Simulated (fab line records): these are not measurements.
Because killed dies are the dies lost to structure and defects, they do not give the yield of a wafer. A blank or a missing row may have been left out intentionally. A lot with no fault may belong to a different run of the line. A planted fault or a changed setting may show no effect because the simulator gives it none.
fab line records | flow rit_cmos
record: lots: 13 | wafers: 39 | last_day: 7
route steps=202 shown SILICIDE@162 M1@202
lots with no fault: from the same line, run without faults
start_h: hours from the record's first day to the start of the lot's first wafer shown | wait_h: hours from the lot's prior step to this one | " identical to the entry in the row above | L1.1+2: one row covering several wafers at once | - value missing, or start not given | * or withheld: withheld | < > ~ a bound
route shown NAME@n: NAME is a module with steps in the file, n the number in the route of the first one | usual: average and standard deviation across the fault-free wafers | same: alike in all rows | chamber/n: place in a boat | sites: the reading at each site | _std_site: the standard deviation of these | _edge_site: mean of outer sites minus mean of inner sites | radius_mm: how far each site lies from the wafer's centre | mask NAME#n: copy n | behind: tool/chamber where the wafer was last shaped | hold: the reason the lot was held/the length of the hold in hours/how it ended | device: the transistor (n, p or np) that didn't switch | end of line: the route-end tests of the same wafers | a step given without rows: its recipe and nothing more | killed: at the first sort, the dies lost to defects and structure; wafer yield is something else | map: shows each die of a wafer: x if killed, . if not, _ if none is there
set.NAME: the setting the step ran with; set.NAME@STEP: the setting that earlier step ran with | model.NAME: the simulator's own value behind a step, which no gauge read
a sample of lots followed through the steps of the route, with each step as a table and each wafer as a row
services: from which hour (start_h, from the record's first day; less than 0 if before it) a tool's chamber was out of use, for how many hours, and why
== steps ==
step: RIT_SILICIDE_SPUTTER_01
recipe: material: Ti | target_thk_nm: 30 | power_w: 350 | chamber_pressure_pa: 0.667 | gas: Ar | time_s: 240 | substrate_temp_c: 25
usual: throttle_valve_pct: 29.8/0.94
lot.wafer | tool           | chamber | start_h | wait_h | throttle_valve_pct
L371.1    | pvd_sputter-04 | -       | 52.07   | 0.0    | 27.5
L371.5    | "              | -       | "       | "      | 29.0
L371.6    | "              | -       | "       | "      | 27.6
L372.1    | pvd_sputter-01 | -       | 57.08   | 0.0    | 29.1
L372.4    | "              | -       | "       | "      | 29.7
L372.5    | "              | -       | "       | "      | 29.1
L373.1    | pvd_sputter-04 | -       | 62.37   | 0.0    | 28.7
L373.4    | "              | -       | "       | "      | 31.3
L373.6    | "              | -       | "       | "      | 29.4
L374.2    | pvd_sputter-01 | -       | 64.79   | 0.0    | 30.6
L374.3    | "              | -       | "       | "      | 29.3
L374.4    | "              | -       | "       | "      | 29.1
L375.1    | pvd_sputter-04 | -       | 72.97   | 0.0    | 28.8
L375.2    | "              | -       | "       | "      | 31.2
L375.3    | "              | -       | "       | "      | 27.8
L376.1    | pvd_sputter-01 | -       | 77.08   | 0.0    | 29.6
L376.2    | "              | -       | "       | "      | 28.8
L376.3    | "              | -       | "       | "      | 30.7
L377.1    | pvd_sputter-04 | -       | 86.33   | 0.0    | 31.1
L377.4    | "              | -       | "       | "      | 29.6
L377.5    | "              | -       | "       | "      | 28.8
L378.1    | pvd_sputter-01 | -       | 87.47   | 0.0    | 29.8
L378.2    | "              | -       | "       | "      | 29.1
L378.5    | "              | -       | "       | "      | 30.8
L383.1    | pvd_sputter-03 | -       | 114.54  | 0.0    | 29.3
L383.3    | "              | -       | "       | "      | 30.9
L383.6    | "              | -       | "       | "      | 30.7
L384.1    | pvd_sputter-01 | -       | 120.06  | 0.0    | 29.0
L384.2    | "              | -       | "       | "      | 30.6
L384.4    | "              | -       | "       | "      | 29.3
L385.2    | pvd_sputter-03 | -       | 123.77  | 0.0    | 29.4
L385.3    | "              | -       | "       | "      | 30.7
L385.6    | "              | -       | "       | "      | 29.3
L389.2    | pvd_sputter-03 | -       | 145.60  | 0.0    | 30.4
L389.4    | "              | -       | "       | "      | 30.7
L389.6    | "              | -       | "       | "      | 30.5
L393.1    | pvd_sputter-03 | -       | 165.16  | 0.0    | 30.7
L393.3    | "              | -       | "       | "      | 29.5
L393.6    | "              | -       | "       | "      | 30.7
step: RIT_SILICIDE_RS_MEAS_02
recipe: thk_meas_gauge: four-point-probe | reads: Ti_of_SILICIDE_SPUTTER_01
usual: SILICIDE_TI_RS: 47.7/0.91
lot.wafer | tool          | chamber | start_h | wait_h | SILICIDE_TI_RS[ohm/sq]
L371.1    | film_metro-02 | -       | 52.22   | 0.1    | 49.0
L371.5    | "             | -       | "       | "      | 49.4
L371.6    | "             | -       | "       | "      | 48.9
L372.1    | film_metro-03 | -       | 57.23   | 0.1    | 47.7
L372.4    | "             | -       | "       | "      | 48.5
L372.5    | "             | -       | "       | "      | 48.1
L373.1    | film_metro-02 | -       | 62.52   | 0.1    | 49.1
L373.4    | "             | -       | "       | "      | 49.1
L373.6    | "             | -       | "       | "      | 48.3
L374.2    | film_metro-01 | -       | 64.96   | 0.1    | 46.9
L374.3    | "             | -       | "       | "      | 46.5
L374.4    | "             | -       | "       | "      | 47.4
L375.1    | film_metro-02 | -       | 73.12   | 0.1    | 48.2
L375.2    | "             | -       | "       | "      | 48.4
L375.3    | "             | -       | "       | "      | 48.3
L376.1    | film_metro-03 | -       | 77.23   | 0.1    | 47.2
L376.2    | "             | -       | "       | "      | 46.6
L376.3    | "             | -       | "       | "      | 46.7
L377.1    | film_metro-03 | -       | 86.48   | 0.1    | 48.1
L377.4    | "             | -       | "       | "      | 47.6
L377.5    | "             | -       | "       | "      | 47.9
L378.1    | film_metro-03 | -       | 87.62   | 0.1    | 48.3
L378.2    | "             | -       | "       | "      | 47.6
L378.5    | "             | -       | "       | "      | 47.9
L383.1    | film_metro-03 | -       | 114.69  | 0.1    | 48.5
L383.3    | "             | -       | "       | "      | 48.9
L383.6    | "             | -       | "       | "      | 48.3
L384.1    | film_metro-03 | -       | 120.21  | 0.1    | 47.8
L384.2    | "             | -       | "       | "      | 91.2
L384.4    | "             | -       | "       | "      | 46.7
L385.2    | film_metro-03 | -       | 123.94  | 0.1    | 47.2
L385.3    | "             | -       | "       | "      | 47.8
L385.6    | "             | -       | "       | "      | 47.6
L389.2    | film_metro-03 | -       | 145.77  | 0.1    | 47.8
L389.4    | "             | -       | "       | "      | 48.5
L389.6    | "             | -       | "       | "      | 48.7
L393.1    | film_metro-03 | -       | 165.31  | 0.1    | 48.2
L393.3    | "             | -       | "       | "      | 48.3
L393.6    | "             | -       | "       | "      | 49.0
step: RIT_SILICIDE_THK_MEAS_03
recipe: thk_meas_gauge: xrf | reads: Ti_of_SILICIDE_SPUTTER_01
usual: SILICIDE_TI_THK: 30.2/0.49
lot.wafer | tool          | chamber | start_h | wait_h | SILICIDE_TI_THK[nm]
L371.1    | film_metro-02 | -       | 52.34   | 0.1    | 29.3
L371.5    | "             | -       | "       | "      | 29.2
L371.6    | "             | -       | "       | "      | 29.5
L372.1    | film_metro-03 | -       | 57.35   | 0.1    | 30.2
L372.4    | "             | -       | "       | "      | 29.9
L372.5    | "             | -       | "       | "      | 30.2
L373.1    | film_metro-02 | -       | 62.64   | 0.1    | 29.3
L373.4    | "             | -       | "       | "      | 29.3
L373.6    | "             | -       | "       | "      | 29.6
L374.2    | film_metro-01 | -       | 65.07   | 0.1    | 30.5
L374.3    | "             | -       | "       | "      | 30.7
L374.4    | "             | -       | "       | "      | 30.4
L375.1    | film_metro-02 | -       | 73.24   | 0.1    | 29.8
L375.2    | "             | -       | "       | "      | 29.9
L375.3    | "             | -       | "       | "      | 29.7
L376.1    | film_metro-03 | -       | 77.35   | 0.1    | 30.5
L376.2    | "             | -       | "       | "      | 30.8
L376.3    | "             | -       | "       | "      | 30.6
L377.1    | film_metro-03 | -       | 86.60   | 0.1    | 29.9
L377.4    | "             | -       | "       | "      | 30.1
L377.5    | "             | -       | "       | "      | 30.0
L378.1    | film_metro-03 | -       | 87.74   | 0.1    | 29.9
L378.2    | "             | -       | "       | "      | 30.2
L378.5    | "             | -       | "       | "      | 29.9
L383.1    | film_metro-03 | -       | 114.81  | 0.1    | 29.7
L383.3    | "             | -       | "       | "      | 29.4
L383.6    | "             | -       | "       | "      | 29.8
L384.1    | film_metro-03 | -       | 120.33  | 0.1    | 30.2
L384.2    | "             | -       | "       | "      | 18.1
L384.4    | "             | -       | "       | "      | 30.7
L385.2    | film_metro-03 | -       | 124.05  | 0.1    | 30.5
L385.3    | "             | -       | "       | "      | 30.4
L385.6    | "             | -       | "       | "      | 30.3
L389.2    | film_metro-03 | -       | 145.88  | 0.1    | 30.0
L389.4    | "             | -       | "       | "      | 29.7
L389.6    | "             | -       | "       | "      | 29.6
L393.1    | film_metro-03 | -       | 165.43  | 0.1    | 29.9
L393.3    | "             | -       | "       | "      | 29.9
L393.6    | "             | -       | "       | "      | 29.5
step: RIT_M1_PROBE_99
usual: killed_at_M0_to_M3: 0.0/0.14 | killed_at_contacts: 0.1/0.31 | killed_at_front_end: 7/3.2 | killed_dies: 7/3.2 | killed_open: 3.6/1.9 | killed_short: 3.6/2
same: gross_dies: 264 | killed_at_M4_up: 0 | killed_at_back_side: 0 | killed_at_other: 0
lot.wafer | tool      | chamber | start_h | wait_h | killed_at_M0_to_M3 | killed_at_contacts | killed_at_front_end | killed_dies | killed_open | killed_short
L371.1    | prober-02 | -       | 58.99   | 0.1    | 0                  | 0                  | 10                  | 10          | 5           | 5
L371.5    | prober-02 | -       | 59.19   | 0.2    | 0                  | 0                  | 11                  | 11          | 4           | 7
L371.6    | prober-02 | -       | 59.24   | 0.2    | 0                  | 0                  | 3                   | 3           | 1           | 2
L372.1    | prober-01 | -       | 64.06   | 0.1    | 0                  | 0                  | 4                   | 4           | 2           | 2
L372.4    | prober-01 | -       | 64.21   | 0.2    | 1                  | 0                  | 8                   | 9           | 4           | 4
L372.5    | prober-01 | -       | 64.26   | 0.2    | 1                  | 0                  | 10                  | 11          | 4           | 6
L373.1    | prober-02 | -       | 69.26   | 0.1    | 0                  | 0                  | 5                   | 5           | 3           | 1
L373.4    | prober-02 | -       | 69.41   | 0.2    | 0                  | 0                  | 11                  | 11          | 4           | 6
L373.6    | prober-02 | -       | 69.51   | 0.2    | 0                  | 0                  | 7                   | 7           | 4           | 3
L374.2    | prober-01 | -       | 71.58   | 0.1    | 0                  | 0                  | 8                   | 8           | 5           | 3
L374.3    | prober-01 | -       | 71.63   | 0.2    | 0                  | 0                  | 7                   | 7           | 2           | 5
L374.4    | prober-01 | -       | 71.68   | 0.2    | 0                  | 0                  | 5                   | 5           | 3           | 2
L375.1    | prober-02 | -       | 79.98   | 0.1    | 0                  | 1                  | 8                   | 9           | 2           | 7
L375.2    | prober-02 | -       | 80.03   | 0.1    | 0                  | 1                  | 4                   | 5           | 3           | 2
L375.3    | prober-02 | -       | 80.08   | 0.2    | 0                  | 0                  | 8                   | 8           | 6           | 2
L376.1    | prober-01 | -       | 84.08   | 0.1    | 0                  | 0                  | 3                   | 3           | 2           | 1
L376.2    | prober-01 | -       | 84.13   | 0.1    | 0                  | 0                  | 6                   | 6           | 3           | 3
L376.3    | prober-01 | -       | 84.18   | 0.2    | 0                  | 0                  | 11                  | 11          | 6           | 5
L377.1    | prober-02 | -       | 93.29   | 0.1    | 0                  | 0                  | 9                   | 9           | 3           | 6
L377.4    | prober-02 | -       | 93.44   | 0.2    | 0                  | 0                  | 7                   | 7           | 3           | 4
L377.5    | prober-02 | -       | 93.49   | 0.2    | 0                  | 0                  | 6                   | 6           | 2           | 4
L378.1    | prober-01 | -       | 94.79   | 0.1    | 0                  | 0                  | 8                   | 8           | 3           | 5
L378.2    | prober-01 | -       | 94.84   | 0.1    | 0                  | 0                  | 9                   | 9           | 7           | 2
L378.5    | prober-01 | -       | 94.99   | 0.2    | 0                  | 0                  | 7                   | 7           | 3           | 4
L383.1    | prober-02 | -       | 121.38  | 0.1    | 0                  | 0                  | 11                  | 11          | 5           | 6
L383.3    | prober-02 | -       | 121.48  | 0.2    | 0                  | 0                  | 8                   | 8           | 4           | 4
L383.6    | prober-02 | -       | 121.63  | 0.2    | 0                  | 0                  | 10                  | 10          | 4           | 6
L384.1    | prober-01 | -       | 126.84  | 0.1    | 0                  | 0                  | 7                   | 7           | 3           | 4
L384.2    | prober-01 | -       | 126.89  | 0.1    | 0                  | 0                  | 3                   | 3           | 3           | 0
L384.4    | prober-01 | -       | 126.99  | 0.2    | 0                  | 0                  | 5                   | 5           | 4           | 1
L385.2    | prober-02 | -       | 130.70  | 0.1    | 0                  | 0                  | 9                   | 9           | 5           | 4
L385.3    | prober-02 | -       | 130.75  | 0.2    | 0                  | 0                  | 9                   | 9           | 4           | 5
L385.6    | prober-02 | -       | 130.90  | 0.2    | 0                  | 0                  | 8                   | 8           | 5           | 3
L389.2    | prober-02 | -       | 152.39  | 0.1    | 0                  | 0                  | 7                   | 7           | 2           | 5
L389.4    | prober-02 | -       | 152.49  | 0.2    | 0                  | 1                  | 6                   | 7           | 2           | 5
L389.6    | prober-02 | -       | 152.59  | 0.2    | 0                  | 0                  | 5                   | 5           | 3           | 2
L393.1    | prober-02 | -       | 172.08  | 0.1    | 0                  | 0                  | 17                  | 17          | 12          | 5
L393.3    | prober-02 | -       | 172.18  | 0.2    | 0                  | 0                  | 7                   | 7           | 3           | 3
L393.6    | prober-02 | -       | 172.33  | 0.2    | 0                  | 0                  | 8                   | 8           | 3           | 5
killed by level:class
L371.1 SPACER:geometric_particle:open=3 GATE:geometric_particle:open=2 SILICIDE:geometric_particle:short=2 FOX1:geometric_particle:short=1 GATE:geometric_particle:short=1 SPACER:geometric_particle:short=1
L371.5 GATE:geometric_particle:short=2 GATE:geometric_particle:open=2 REOX:geometric_particle:short=2 FOX1:geometric_particle:short=1 FOX2:geometric_particle:open=1 FOX2:geometric_particle:short=1 SILICIDE:geometric_particle:open=1 SILICIDE:geometric_particle:short=1
L371.6 FOX1:geometric_particle:short=1 GATE:geometric_particle:short=1 SPACER:geometric_particle:open=1
L372.1 GATE:geometric_particle:open=1 REOX:geometric_particle:short=1 SILICIDE:geometric_particle:open=1 SILICIDE:geometric_particle:short=1
L372.4 FOX1:geometric_particle:short=2 GATE:geometric_particle:open=2 FOX1:geometric_particle:open=1 REOX:geometric_particle:short=1 SPACER:geometric_particle:short=1 SPACER:geometric_particle:open=1 M1:coat_microbubble_printed=1
L372.5 GATE:geometric_particle:short=3 SPACER:geometric_particle:open=2 SPACER:geometric_particle:short=2 ACTIVE:geometric_particle:short=1 FOX2:geometric_particle:open=1 REOX:geometric_particle:open=1 M1:coat_microbubble_printed=1
L373.1 GATE:geometric_particle:open=2 FOX1:geometric_particle:open=1 SILICIDE:geometric_particle:short=1 PSD:coat_microbubble_printed=1
L373.4 GATE:geometric_particle:short=3 GATE:geometric_particle:open=2 FOX1:geometric_particle:open=1 REOX:geometric_particle:open=1 REOX:geometric_particle:short=1 SPACER:geometric_particle:short=1 SILICIDE:geometric_particle:short=1 PSD:coat_microbubble_printed=1
L373.6 GATE:geometric_particle:open=3 GATE:geometric_particle:short=1 REOX:geometric_particle:open=1 REOX:geometric_particle:short=1 SPACER:geometric_particle:short=1
L374.2 SILICIDE:geometric_particle:open=3 FOX1:geometric_particle:open=2 FOX1:geometric_particle:short=1 GATE:geometric_particle:short=1 SILICIDE:geometric_particle:short=1
L374.3 GATE:geometric_particle:short=3 FOX1:geometric_particle:short=1 GATE:geometric_particle:open=1 SILICIDE:geometric_particle:open=1 SILICIDE:geometric_particle:short=1
L374.4 GATE:geometric_particle:open=2 GATE:geometric_particle:short=1 REOX:geometric_particle:open=1 SILICIDE:geometric_particle:short=1
L375.1 FOX1:geometric_particle:short=2 GATE:geometric_particle:short=2 SPACER:geometric_particle:short=2 FOX1:geometric_particle:open=1 SILICIDE:geometric_particle:short=1 CONTACT:geometric_particle:open=1
L375.2 FOX1:geometric_particle:open=1 GATE:geometric_particle:short=1 SILICIDE:geometric_particle:short=1 SILICIDE:geometric_particle:open=1 CONTACT:geometric_particle:open=1
L375.3 GATE:geometric_particle:open=3 REOX:geometric_particle:open=2 FOX1:geometric_particle:open=1 REOX:geometric_particle:short=1 SILICIDE:geometric_particle:short=1
L376.1 FOX1:geometric_particle:open=1 FOX2:geometric_particle:short=1 SILICIDE:geometric_particle:open=1
L376.2 GATE:geometric_particle:short=2 GATE:geometric_particle:open=2 FOX1:geometric_particle:short=1 REOX:geometric_particle:open=1
L376.3 GATE:geometric_particle:open=4 GATE:geometric_particle:short=4 SILICIDE:geometric_particle:open=2 SILICIDE:geometric_particle:short=1
L377.1 GATE:geometric_particle:short=2 SPACER:geometric_particle:short=2 FOX2:geometric_particle:open=1 FOX2:geometric_particle:short=1 GATE:geometric_particle:open=1 REOX:geometric_particle:short=1 REOX:geometric_particle:open=1
L377.4 FOX2:geometric_particle:open=1 GATE:geometric_particle:open=1 GATE:geometric_particle:short=1 REOX:geometric_particle:short=1 REOX:geometric_particle:open=1 SPACER:geometric_particle:short=1 SILICIDE:geometric_particle:short=1
L377.5 GATE:geometric_particle:short=2 REOX:geometric_particle:short=2 GATE:geometric_particle:open=1 SPACER:geometric_particle:open=1
L378.1 SPACER:geometric_particle:short=2 SILICIDE:geometric_particle:open=2 FOX1:geometric_particle:open=1 FOX1:geometric_particle:short=1 GATE:geometric_particle:short=1 SILICIDE:geometric_particle:short=1
L378.2 FOX1:geometric_particle:open=3 FOX1:geometric_particle:short=1 GATE:geometric_particle:open=1 REOX:geometric_particle:open=1 SPACER:geometric_particle:short=1 SPACER:geometric_particle:open=1 SILICIDE:geometric_particle:open=1
L378.5 SILICIDE:geometric_particle:short=3 SILICIDE:geometric_particle:open=2 GATE:geometric_particle:short=1 GATE:geometric_particle:open=1
L383.1 GATE:geometric_particle:short=5 GATE:geometric_particle:open=2 SPACER:geometric_particle:open=2 FOX2:geometric_particle:open=1 REOX:geometric_particle:short=1
L383.3 FOX1:geometric_particle:open=2 SILICIDE:geometric_particle:short=2 GATE:geometric_particle:short=1 REOX:geometric_particle:open=1 REOX:geometric_particle:short=1 SILICIDE:geometric_particle:open=1
L383.6 SPACER:geometric_particle:short=3 GATE:geometric_particle:open=2 GATE:geometric_particle:short=2 SPACER:geometric_particle:open=2 SILICIDE:geometric_particle:short=1
L384.1 SILICIDE:geometric_particle:short=2 SILICIDE:geometric_particle:open=1 FOX1:geometric_particle:open=1 GATE:geometric_particle:short=1 REOX:geometric_particle:short=1 SPACER:geometric_particle:open=1
L384.2 REOX:geometric_particle:open=1 SPACER:geometric_particle:open=1 SILICIDE:geometric_particle:open=1
L384.4 GATE:geometric_particle:open=2 FOX2:geometric_particle:open=1 GATE:geometric_particle:short=1 REOX:geometric_particle:open=1
L385.2 FOX1:geometric_particle:open=2 SILICIDE:geometric_particle:open=2 FOX2:geometric_particle:open=1 FOX2:geometric_particle:short=1 GATE:geometric_particle:short=1 SPACER:geometric_particle:short=1 SILICIDE:geometric_particle:short=1
L385.3 FOX1:geometric_particle:open=3 GATE:geometric_particle:short=2 FOX1:geometric_particle:short=1 SPACER:geometric_particle:short=1 SPACER:geometric_particle:open=1 SILICIDE:geometric_particle:short=1
L385.6 GATE:geometric_particle:short=2 REOX:geometric_particle:open=2 FOX1:geometric_particle:open=1 FOX2:geometric_particle:short=1 GATE:geometric_particle:open=1 SILICIDE:geometric_particle:open=1
L389.2 GATE:geometric_particle:short=3 FOX1:geometric_particle:short=1 REOX:geometric_particle:short=1 REOX:geometric_particle:open=1 SILICIDE:geometric_particle:open=1
L389.4 GATE:geometric_particle:short=3 FOX1:geometric_particle:short=1 SILICIDE:geometric_particle:short=1 SILICIDE:geometric_particle:open=1 CONTACT:geometric_particle:open=1
L389.6 GATE:geometric_particle:open=2 FOX1:geometric_particle:open=1 GATE:geometric_particle:short=1 REOX:geometric_particle:short=1
L393.1 GATE:geometric_particle:open=4 REOX:geometric_particle:short=4 SPACER:geometric_particle:open=4 FOX1:geometric_particle:open=2 REOX:geometric_particle:open=1 SPACER:geometric_particle:short=1 SILICIDE:geometric_particle:open=1
L393.3 FOX2:geometric_particle:open=1 FOX2:geometric_particle:short=1 GATE:geometric_particle:short=1 GATE:geometric_particle:open=1 REOX:geometric_particle:open=1 SPACER:geometric_particle:short=1 PRETRO:coat_microbubble_printed=1
L393.6 GATE:geometric_particle:short=4 GATE:geometric_particle:open=2 FOX2:geometric_particle:short=1 FOX2:geometric_particle:open=1
== services ==
tool           | chamber | start_h | hours | kind
pvd_sputter-04 | -       | 76.67   | 4.3   | repair
pvd_sputter-03 | -       | 106.14  | 3.8   | repair
pvd_sputter-01 | -       | 139.79  | 0.6   | repair
pvd_sputter-04 | -       | 164.76  | 7.5   | repair
== key ==
first_sign: step: RIT_SILICIDE_RS_MEAS_02 | reading: SILICIDE_TI_RS | direction: up | sigmas: 48 | usual: 47.7 | struck: 91.2
effect: step: RIT_SILICIDE_THK_MEAS_03 | reading: SILICIDE_TI_THK | direction: down | sigmas: 25 | usual: 30.2 | struck: 18.1
met_at RIT_SILICIDE_SPUTTER_01
struck_lots L384
struck_wafers L384.2
tester_left_out L384
onset_between 87.47 120.06
fault: kind: process_parameter_drift | tool: pvd_sputter-01 | chamber: - | onset_h: 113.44 | steps: RIT_SILICIDE_SPUTTER_01 | channel: target_thk_nm | offset: -11.94 | shape: step | end_h: 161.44 | stated: 30 | scope: struck_wafers_only
tester_left_out: of these lots the tester's yield and bins aren't shown, on N5 and GAA mostly nor the transistor test; their killed dies are dies lost to structure and defects alone, not to doping, threshold or leakage, so they don't give the yield
